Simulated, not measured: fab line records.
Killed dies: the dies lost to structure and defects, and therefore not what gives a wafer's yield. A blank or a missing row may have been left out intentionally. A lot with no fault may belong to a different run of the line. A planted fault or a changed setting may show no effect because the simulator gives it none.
Split-lot trial -- flow rit_cmos -- 23 wafers read across 5 lots, on a route 202 steps long

THE SPLIT ITSELF
At RIT_PLDD_COAT_01 (resist thk 1000 nm), the setting resist_thk_nm was moved away from the recipe's 1000 nm on 6 of the 23 wafers read, by -3.6% to +4.4%. All remaining wafers had this setting at the recipe value.

FROM THE SPLIT TO THE READING: what the file shows between them, 3 steps
- RIT_PLDD_SOFTBAKE_02: time 60 s
- RIT_PLDD_EXPOSE_03: exposes mask M8, target cd 40900 nm
- RIT_PLDD_DEVELOP_05: develop time 50 s

THE READING
NOVOLAK_of_PLDD_COAT_01.thk_nm (the simulator's own value, which no gauge read), in nm, at RIT_PLDD_HARDBAKE_07 (time 60 s). The file gives no usual value for it. Average 884.5 nm, standard deviation 2.4 nm, over the 17 wafers here run with the recipe.

wafer,"tool, chamber at the split","resist_thk_nm as run, nm",against the recipe,"NOVOLAK_of_PLDD_COAT_01.thk_nm, nm",against lot-mates on the recipe
L076.1,"litho_track-03, 0",1000,recipe,884,-
L076.2,"litho_track-03, 0",1044,+4.4%,925.3,+41.0
L076.3,"litho_track-03, 0",1000,recipe,883.3,-
L076.5,"litho_track-03, 0",1044,+4.4%,922.8,+38.5
L076.6,"litho_track-03, 0",1000,recipe,885.5,-
L079.1,"litho_track-02, 0",1000,recipe,887.5,-
L079.2,"litho_track-02, 0",1044,+4.4%,925.4,+40.1
L079.3,"litho_track-02, 0",1044,+4.4%,925.1,+39.8
L079.4,"litho_track-02, 0",1000,recipe,883.6,-
L079.6,"litho_track-02, 0",1000,recipe,884.9,-
L082.1,"litho_track-03, 0",1000,recipe,880.7,-
L082.2,"litho_track-03, 0",963.8,-3.6%,847.8,-32.8
L082.3,"litho_track-03, 0",963.8,-3.6%,849.6,-31.0
L082.4,"litho_track-03, 0",1000,recipe,879.7,-
L082.6,"litho_track-03, 0",1000,recipe,881.4,-
L084.1,"litho_track-01, 0",1000,recipe,883.6,-
L084.3,"litho_track-01, 0",1000,recipe,884.9,-
L084.5,"litho_track-01, 0",1000,recipe,884.9,-
L084.4,"litho_track-01, 0",1000,recipe,885.3,-
L084.6,"litho_track-01, 0",1000,recipe,883.5,-
L085.1,"litho_track-02, 0",1000,recipe,888.5,-
L085.5,"litho_track-02, 0",1000,recipe,887.9,-
L085.6,"litho_track-02, 0",1000,recipe,887.9,-

THE FIT
A straight line over all 23 wafers: NOVOLAK_of_PLDD_COAT_01.thk_nm changes by +9.35 nm for each +1% of resist_thk_nm; r = +0.99; the points scatter about the line by 2.4 nm.
The same after taking each lot's own level away (the mean of its wafers on the recipe; 23 wafers): +8.98 nm for each +1%; r = +1.00; scatter 0.99 nm.
According to that fit, moving resist_thk_nm by its largest amount changes the reading by 40 nm.
The lots' own levels span 880.60 to 888.10 nm, that is 3.1 times the standard deviation above.
The two slopes are in agreement: the lot-to-lot level therefore moves the slope only a little.
Check: for one of the wafers moved furthest among these (+4.4%), held out of the fit, the line's prediction against its lot-mates is +39.3 nm. It came out at +41 nm against them.

ADDITIONAL SPLITS CARRIED BY THESE WAFERS
Other splits were also applied to these wafers ahead of the reading. Each is held against what the fit with the lots' levels taken away leaves over:
other split on the same wafers,wafers away from the commonest value,r with NOVOLAK_of_PLDD_COAT_01.thk_nm (lot level and that fit taken away)
RIT_ACTIVE_COAT_06 spin_rpm,11,+0.09
RIT_ACTIVE_SOFTBAKE_07 time_s,9,+0.06
RIT_FOX1_OXIDATION_00 temp_c,10,-0.09
RIT_PWELL_IMPLANT_08 energy_kev,8,-0.04
RIT_NRETRO_COAT_01 resist_thk_nm,6,+0.17
RIT_PRETRO_COAT_01 spin_rpm,7,+0.16
RIT_NLDD_SOFTBAKE_02 temp_c,10,-0.13

THE WHOLE CHAIN: every reading that the file lists as answering this split, in the file's order
step,what it does,reading,change (the file's fit),r (the file's)
RIT_PLDD_COAT_01,resist thk 1000 nm,"NOVOLAK_of_PLDD_COAT_01.thk_nm (the simulator's own value, which no gauge read)",+10.3 nm for each +1% of the setting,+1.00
RIT_PLDD_HARDBAKE_07,time 60 s,"NOVOLAK_of_PLDD_COAT_01.thk_nm (the simulator's own value, which no gauge read)",+9 nm for each +1% of the setting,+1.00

THE FILE'S OWN FIT
NOVOLAK_of_PLDD_COAT_01.thk_nm changes by +9 nm for each +1% of resist_thk_nm, r = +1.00.
